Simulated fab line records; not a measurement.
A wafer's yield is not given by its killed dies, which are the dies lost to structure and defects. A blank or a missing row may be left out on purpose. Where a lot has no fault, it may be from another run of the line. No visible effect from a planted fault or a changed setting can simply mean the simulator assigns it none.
What tool caused it? ; flow ritCmos ; 15 lots, 45 wafers sampled, at 2 steps of a route of 202

== WHAT EACH GAUGE READ, for each wafer ==
RIT_REOX_THK_MEAS_04. Usual: REOX_OXIDE_THK gives 25.5 nm (standard deviation 0.48).
lot;measured;on;REOX_OXIDE_THK (nm);flag
L416;day 2 17:17;filmMetro-04;25.5 26.0 25.5;
L417;day 3 01:37;filmMetro-03;25.4 25.7 25.4;
L418;day 3 06:45;filmMetro-03;9.2 9.2 9.0;OFF
L419;day 3 10:37;filmMetro-01;9.5 9.3 9.3;OFF
L420;day 3 13:32;filmMetro-01;26.4 26.4 26.2;
L423;day 4 05:14;filmMetro-03;8.5 8.5 8.5;OFF
L428;day 5 05:07;filmMetro-01;25.6 25.9 25.2;
L429;day 5 09:50;filmMetro-03;25.0 25.0 24.9;
L431;day 5 19:15;filmMetro-04;25.7 25.6 25.7;
L432;day 6 01:30;filmMetro-04;25.8 25.9 25.2;
L433;day 6 05:22;filmMetro-04;25.4 25.0 25.2;
L435;day 6 16:47;filmMetro-01;25.1 25.2 24.8;
L437;day 7 02:22;filmMetro-04;24.8 25.1 25.0;
L438;day 7 06:55;filmMetro-03;25.6 25.6 25.5;
L439;day 7 12:05;filmMetro-01;25.1 25.9 25.8;

== WHAT TOOL EACH LOT RAN ON (gives the tool, then ch and the chambers of the sampled wafers, and finally the start) ==
lot;RIT_REOX_OXIDATION_03
L416;furnace-03 ch 0, day 2 14:44
L417;furnace-04 ch 0, day 2 23:03
L418;furnace-03 ch 0, day 3 04:11
L419;furnace-03 ch 0, day 3 08:04
L420;furnace-04 ch 0, day 3 10:59
L423;furnace-03 ch 0, day 4 02:41
L428;furnace-04 ch 0, day 5 02:34
L429;furnace-04 ch 0, day 5 07:17
L431;furnace-04 ch 0, day 5 16:42
L432;furnace-01 ch 0, day 5 22:57
L433;furnace-01 ch 0, day 6 02:49
L435;furnace-01 ch 0, day 6 14:14
L437;furnace-03 ch 0, day 6 23:49
L438;furnace-04 ch 0, day 7 04:22
L439;furnace-01 ch 0, day 7 09:32
- RIT_REOX_OXIDATION_03: target thk 25.2 nm, ox time 5580 s.

== AS READ BY THE TOOLS THEMSELVES (means over the sampled wafers that have a number; for cases with no such wafer, the mark the record gives instead) ==
RIT_REOX_OXIDATION_03. Usual: spikeTcCentreC 902.4 C, standard deviation 1.4; spikeTcLoadC 926.9 C, standard deviation 2; spikeTcSourceC 928.4 C, standard deviation 1.6; tubeCenterTempC 900 C, standard deviation 0.076; tube_center_temp_C_max 902.4, standard deviation 0.41; zonePowerCentrePct 46.3 %, standard deviation 2.4; zonePowerLoadPct 25.2 %, standard deviation 1.2; zonePowerSourcePct 26.7 %, standard deviation 1.3.
lot;tool;spikeTcCentreC (C);spikeTcLoadC (C);spikeTcSourceC (C);tubeCenterTempC (C);tube_center_temp_C_max;zonePowerCentrePct (%);zonePowerLoadPct (%);zonePowerSourcePct (%);flag
L416;furnace-03;902.5;924.4;927.4;900;902.2;44.4;23.6;25.8;
L417;furnace-04;900.4;927.9;931.1;900;902.3;48.6;25.2;28.4;
L418;furnace-03;812.8;832.4;835.7;810;811.8;39.4;18.6;20.8;OFF
L419;furnace-03;813.2;833.2;835.1;810;811.9;39.7;18.8;20.6;OFF
L420;furnace-04;901.4;926.8;930.1;900;902.0;49.3;25.2;28.5;
L423;furnace-03;812.4;833.0;835.8;810;812.4;39.5;18.8;20.7;OFF
L428;furnace-04;901.5;926.8;929.6;900;902.8;48.9;25.4;28.2;
L429;furnace-04;901.4;925.7;929.2;900;902.2;49.4;25.4;28.1;
L431;furnace-04;900.9;926.7;928.8;900;902.0;48.8;25.1;28.2;
L432;furnace-01;903.2;929.6;928.2;900;902.4;44.2;26.8;25.3;
L433;furnace-01;902.8;928.7;928.8;900;902.3;44.0;26.5;25.1;
L435;furnace-01;902.1;929.5;928.0;900;902.4;44.6;26.7;25.6;
L437;furnace-03;903.2;924.8;926.3;900;902.5;44.1;23.4;25.9;
L438;furnace-04;900.5;926.0;929.3;900;902.7;48.9;25.2;28.4;
L439;furnace-01;902.7;929.8;928.5;900;902.5;44.3;26.6;25.3;

== THE ANSWER, worked out from the rows above alone ==
Rule: a lot counts as off when the mean over its wafers that have a number is more than 3 standard deviations away from the usual mean. Also off: a lot with no number at a reading for which 4 or more lots have one. All remaining lots with rows at the step are treated as sound. First the gauges in route order, then the tools' own readings, where a lot's mean is used as printed above. At the first step where some lot is off, the reading lying furthest off is the one used; lots without a number count as furthest.
Off: L418, L419, L423, at RIT_REOX_THK_MEAS_04 (REOX_OXIDE_THK).
A tool fits if, at a process step before that reading, it ran every lot that is off, and no sound lot after the first of them. Not tried: the gauges at RIT_REOX_THK_MEAS_04; whatever is off there is also off at RIT_REOX_OXIDATION_03, on other tools, and gauge error can't account for it. Not one of the candidates tried fits.

== WHAT THE SIMULATOR HAD INSERTED ==
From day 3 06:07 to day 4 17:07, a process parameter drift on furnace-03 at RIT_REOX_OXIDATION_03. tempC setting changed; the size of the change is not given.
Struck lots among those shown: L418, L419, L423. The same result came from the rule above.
